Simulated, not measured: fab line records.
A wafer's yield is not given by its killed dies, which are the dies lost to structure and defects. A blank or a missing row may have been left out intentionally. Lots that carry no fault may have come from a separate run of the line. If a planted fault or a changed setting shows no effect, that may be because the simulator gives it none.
What tool caused it?    flow rit_cmos    39 wafers from 13 lots sampled at 2 of the route's 202 steps

## WHAT THE GAUGES READ, wafer by wafer
Not one reading of a measure or inspect step in the record can be checked against a usual standard deviation.

## WHAT TOOL EACH LOT RAN ON (gives the tool, then ch and the chambers of the sampled wafers, and finally the start)
lot   RIT_FOX1_OXIDATION_00         RIT_M1_PROBE_99
L557  furnace-01 ch 0, day 1 15:38  prober-01, day 3 10:02
L558  furnace-01 ch 0, day 1 22:35  prober-02, day 3 19:02
L559  furnace-01 ch 0, day 2 04:59  prober-01, day 3 23:47
L560  furnace-01 ch 0, day 2 07:47  prober-02, day 4 03:17
L561  furnace-04 ch 0, day 2 13:07  prober-01, day 4 07:01
L568  furnace-01 ch 0, day 3 22:52  prober-02, day 5 16:38
L569  furnace-01 ch 0, day 4 04:13  prober-02, day 5 21:43
L573  furnace-03 ch 0, day 5 00:55  prober-02, day 6 19:44
L575  furnace-04 ch 0, day 5 09:50  prober-02, day 7 02:28
L576  furnace-03 ch 0, day 5 15:13  prober-01, day 7 09:40
L577  furnace-04 ch 0, day 5 19:40  prober-02, day 7 14:46
L579  furnace-04 ch 0, day 6 05:47  prober-02, day 8 02:26
L580  furnace-04 ch 0, day 6 10:48  prober-01, day 8 07:12
- RIT_FOX1_OXIDATION_00: target thk 350.7 nm, ox time 1130 s.
- RIT_M1_PROBE_99

## WHAT THE TOOLS THEMSELVES READ (means of the sampled wafers that have a number; where no wafer has one, the mark that the record gives instead)
RIT_FOX1_OXIDATION_00.
lot   tool        ox_temp_c_max  zone_power_load_pct (%)
L557  furnace-01  1110.7         44.3
L558  furnace-01  1110.9         43.9
L559  furnace-01  1110.7         44.4
L560  furnace-01  1110.9         44.1
L561  furnace-04  1112.4         41.5
L568  furnace-01  1109.9         44.1
L569  furnace-01  1110.0         44.0
L573  furnace-03  1114.9         39.1
L575  furnace-04  1113.8         41.6
L576  furnace-03  1115.6         39.0
L577  furnace-04  1112.2         41.9
L579  furnace-04  1112.9         41.7
L580  furnace-04  1111.7         41.6

RIT_M1_PROBE_99.
lot   tool       killed_at_contacts  killed_at_front_end  killed_dies  killed_on_rim  killed_open  killed_short
L557  prober-01  0.0                 6.7                  6.7          2.0            3.3          3.3
L558  prober-02  0.0                 5.3                  5.3          0.7            2.0          3.3
L559  prober-01  0.0                 5.7                  5.7          2.3            2.7          2.7
L560  prober-02  0.0                 8.0                  8.0          1.0            4.0          3.3
L561  prober-01  0.7                 4.3                  5.0          1.0            2.7          2.3
L568  prober-02  0.0                 138.0                138.0        34.3           1.7          3.3
L569  prober-02  0.3                 138.7                139.0        39.3           3.3          2.0
L573  prober-02  0.0                 7.0                  7.0          1.7            4.3          2.7
L575  prober-02  0.0                 6.3                  6.3          1.3            3.3          3.0
L576  prober-01  0.0                 7.3                  7.3          2.0            4.7          2.7
L577  prober-02  0.0                 4.3                  4.3          0.7            1.3          3.0
L579  prober-02  0.3                 6.3                  6.7          2.7            4.0          2.7
L580  prober-01  0.0                 5.3                  5.3          1.3            2.7          2.3

## THE ANSWER, worked out from the rows above alone
Rule: the usual values come from the lots themselves. The widest of any qualifying gaps counts: lots, ordered by their means at a reading, are off when they make up no more than a third of the lots, leave a main group of 4 or more, and stand apart from it by 3 or more times the standard deviation of that group's means. A main group is skipped when, at the precision printed for the reading in the tables above, its means are all equal. Also off: a lot with no number at a reading for which 4 or more lots have one. Where the step has rows for the other lots, those lots are counted as sound. After the gauges, taken in route order, come the tools' own readings; for these a lot's mean is taken, as printed above. The first step at which some lot is off is used, and at that step the reading that is off furthest; a lot without a number counts as furthest.
Off at RIT_M1_PROBE_99 (killed_dies): L568, L569. Mean 6.1 and standard deviation 1.1 in the main group.
A tool fits if, at that step or a process step before it, it ran every lot that is off, and no sound lot after the first of them. One candidate fits, namely furnace-01 at RIT_FOX1_OXIDATION_00. Its last sound lot is L560 (day 2 07:47), its first lot that is off L568 (day 3 22:52): a fault that began between those two fits.

## WHAT THE SIMULATOR HAD PUT IN
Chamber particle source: furnace-01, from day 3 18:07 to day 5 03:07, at RIT_FOX1_OXIDATION_00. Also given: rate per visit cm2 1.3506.
Struck lots among those shown: L568, L569. The rule above found the same.
